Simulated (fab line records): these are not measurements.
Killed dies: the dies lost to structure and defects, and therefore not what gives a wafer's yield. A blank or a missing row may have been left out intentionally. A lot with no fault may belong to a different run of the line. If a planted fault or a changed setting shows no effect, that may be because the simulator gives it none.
The tool behind it: which one? -- flow berkeley-cmos170 -- 7 lots, 21 wafers sampled, at 2 steps of a route of 331

== WHAT THE GAUGES READ, wafer by wafer ==
UCB170_ACTIVE_CD_MEAS_13: target cd 1200 nm.
lot,measured,on,cd-nm (nm)
L486,day 4 19:48,cd-sem-01,1200.9 1198.8 1200.4
L489,day 5 13:13,cd-sem-02,1197.8 1197.7 1197.7
L491,day 6 00:14,cd-sem-02,1201.9 1200.9 1200.4
L493,day 6 18:08,cd-sem-01,1199.6 1198.3 1200.9
L500,day 8 11:27,cd-sem-01,1200.8 1200.8 1201.3
L507,day 9 11:31,cd-sem-01,1199.3 1199.9 1198.9
L508,day 10 03:53,cd-sem-01,1197.8 1198.3 1197.7

== WHAT TOOL EACH LOT RAN ON (gives the tool, then ch and the chambers of the sampled wafers, and finally the start) ==
lot,UCB170_ACTIVE_PEB_11
L486,"litho-track-01 ch 0, day 4 19:32"
L489,"litho-track-02 ch 0, day 5 12:57"
L491,"litho-track-01 ch 0, day 5 23:58"
L493,"litho-track-01 ch 0, day 6 17:53"
L500,"litho-track-01 ch 0, day 8 11:11"
L507,"litho-track-03 ch 0, day 9 11:14"
L508,"litho-track-03 ch 0, day 10 03:37"
- UCB170_ACTIVE_PEB_11

== THE ANSWER, worked out from the rows above alone ==
Rule: what is usual is taken from the lots themselves. The widest of any qualifying gaps counts: lots, ordered by their means at a reading, are off when they make up no more than a third of the lots, leave a main group of 4 or more, and stand apart from it by 3 or more times the standard deviation of that group's means. Not used: any main group whose means are identical at the precision the tables above print for the reading. Also off: a lot with no number at a reading for which 4 or more lots have one. The other lots that the step has rows for count as sound.
No lot is off on any of the readings shown, so nothing can be concluded from this.

== WHAT WAS PUT IN BY THE SIMULATOR ==
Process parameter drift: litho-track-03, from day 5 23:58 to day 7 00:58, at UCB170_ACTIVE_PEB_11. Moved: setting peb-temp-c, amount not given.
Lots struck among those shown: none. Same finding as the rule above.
